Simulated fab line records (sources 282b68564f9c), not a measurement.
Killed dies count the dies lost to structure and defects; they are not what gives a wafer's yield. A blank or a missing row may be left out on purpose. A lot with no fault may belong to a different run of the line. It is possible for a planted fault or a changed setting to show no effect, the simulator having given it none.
One fault through the eyes of 2 desks -- flow rit_cmos -- only its own numbers are on each desk; what lay behind them is given at the end

## THE METROLOGY DESK
Means of the sampled wafers that have a number, per lot and without regard to the tool the lot ran on: this is what the gauges read. If a lot's mean is further than 4 standard deviations from the usual mean, the lot is out of limits and carries the mark OUT (the distance appears in the brackets).
Columns: A = SILICIDE_TI_RS at RIT_SILICIDE_RS_MEAS_02, usual 49.7 ohm/sq; B = SILICIDE_TI_THK at RIT_SILICIDE_THK_MEAS_03, usual 28.8 nm
lot,first seen here,A,B
L352,day 3 05:02,49.9,28.7
L353,day 3 13:19,49.3,28.9
L354,day 3 18:36,49.4,28.8
L355,day 4 01:12,50.8,28.3
L356,day 4 05:22,49.6,28.6
L357,day 4 10:33,49.6,28.6
L359,day 4 19:07,49.9,28.7
L360,day 5 03:17,55.5 (+10) OUT,26.5 (-7.4) OUT
L361,day 5 05:05,49.5,28.8
L366,day 6 07:04,49.3,29.1
L368,day 6 12:39,49.9,28.8
L370,day 7 00:49,49.6,28.7
L374,day 7 20:44,49.9,28.9
This desk finds L360 out of limits, with the earliest case on L360 at day 5 03:17 (SILICIDE_TI_RS at RIT_SILICIDE_RS_MEAS_02). L352, L353, L354, L355, L356, L357, L359, L361, L366, L368, L370, L374 stayed within limits.

## DESK OF THE TOOL OWNER: pvd_sputter-03
The tool's own readings at RIT_SILICIDE_SPUTTER_01 (material Ti, target thk 30 nm, time 240 s): means of the sampled wafers that have a number, for each lot that ran on this tool. If a lot's mean is further than 4 standard deviations from the usual mean, the lot is out of limits and carries the mark OUT (the distance appears in the brackets).
Columns: A = throttle_valve_pct at RIT_SILICIDE_SPUTTER_01, usual 29.9 %
lot,first seen here,A
L352,day 3 04:53,29.6
L354,day 3 18:26,29.3
L356,day 4 05:12,29.8
L360,day 5 03:08,29.5
This desk found nothing out of limits on any of the 4 lots.

## TAKEN TOGETHER
L360 would have let the metrology desk raise an alarm at day 5 03:17.
The tool owner's desk saw nothing out of limits.
Tool owner's desk: L360 on record, inside its limits.
RIT_SILICIDE_SPUTTER_01 was run on pvd_sputter-03 by each of the lots named.

## WHAT WAS PUT IN BY THE SIMULATOR
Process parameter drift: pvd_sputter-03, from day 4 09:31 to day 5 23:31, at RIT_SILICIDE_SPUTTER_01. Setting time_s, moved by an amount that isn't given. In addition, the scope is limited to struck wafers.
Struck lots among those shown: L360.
Time in hours between the start of the fault and the first out-of-limits reading at each desk: metrology desk, 18.
